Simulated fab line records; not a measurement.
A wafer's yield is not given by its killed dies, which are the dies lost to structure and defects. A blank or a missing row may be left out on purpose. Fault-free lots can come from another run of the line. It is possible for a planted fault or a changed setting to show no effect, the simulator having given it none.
Matching of chambers / flow rit-cmos / RIT_GATE_ETCH_19 on rie-si-02 has 4 sister chambers
The step etches poly-Si in SF6/CHF3/O2, stops on SiO2, time 165 s, target depth 312.5 nm. 7 wafers are shown with their chamber, then 7 later ones without.

## EACH WAFER AND ITS CHAMBER
wafer=L525.3; chamber=3; drypump-motor-current-A (A)=5.8; throttle-valve-pct (%)=10.50
wafer=L529.3; chamber=0; drypump-motor-current-A (A)=6.2; throttle-valve-pct (%)=10.16
wafer=L529.4; chamber=3; drypump-motor-current-A (A)=5.7; throttle-valve-pct (%)=10.51
wafer=L531.5; chamber=1; drypump-motor-current-A (A)=5.6; throttle-valve-pct (%)=10.36
wafer=L531.6; chamber=2; drypump-motor-current-A (A)=5.3; throttle-valve-pct (%)=10.19
wafer=L535.2; chamber=1; drypump-motor-current-A (A)=5.6; throttle-valve-pct (%)=10.35
wafer=L535.3; chamber=2; drypump-motor-current-A (A)=5.3; throttle-valve-pct (%)=10.19

## WAFERS WITH NO CHAMBER GIVEN
wafer=L535.6; drypump-motor-current-A (A)=5.6; throttle-valve-pct (%)=10.34
wafer=L541.3; drypump-motor-current-A (A)=5.6; throttle-valve-pct (%)=10.37
wafer=L541.5; drypump-motor-current-A (A)=5.6; throttle-valve-pct (%)=10.34
wafer=L541.6; drypump-motor-current-A (A)=6.2; throttle-valve-pct (%)=10.15
wafer=L543.1; drypump-motor-current-A (A)=5.7; throttle-valve-pct (%)=10.48
wafer=L543.2; drypump-motor-current-A (A)=5.6; throttle-valve-pct (%)=10.35
wafer=L543.6; drypump-motor-current-A (A)=5.6; throttle-valve-pct (%)=10.36

## EACH ONE'S CHAMBER
wafer=L535.6; from the rows above=1; in truth=1
wafer=L541.3; from the rows above=1; in truth=1
wafer=L541.5; from the rows above=1; in truth=1
wafer=L541.6; from the rows above=0; in truth=0
wafer=L543.1; from the rows above=3; in truth=3
wafer=L543.2; from the rows above=1; in truth=1
wafer=L543.6; from the rows above=1; in truth=1
Correct placement for 7 of the 7. Not placeable from these rows: 0. 0 placed wrongly.
How it was worked out, from the rows above alone: a wafer's distance from a chamber is the root of the sum, over the readings, of the square of ((its reading less the chamber's mean) divided by the reading's scatter). The wafer belongs to the nearest chamber; if the next one is less than 2 further off, it can't be placed. A chamber's mean is the mean of its shown wafers. How the scatter is found: for the shown wafers, subtract from each reading the mean of its chamber, square and add these, divide the total by (wafers less chambers), then take the root.
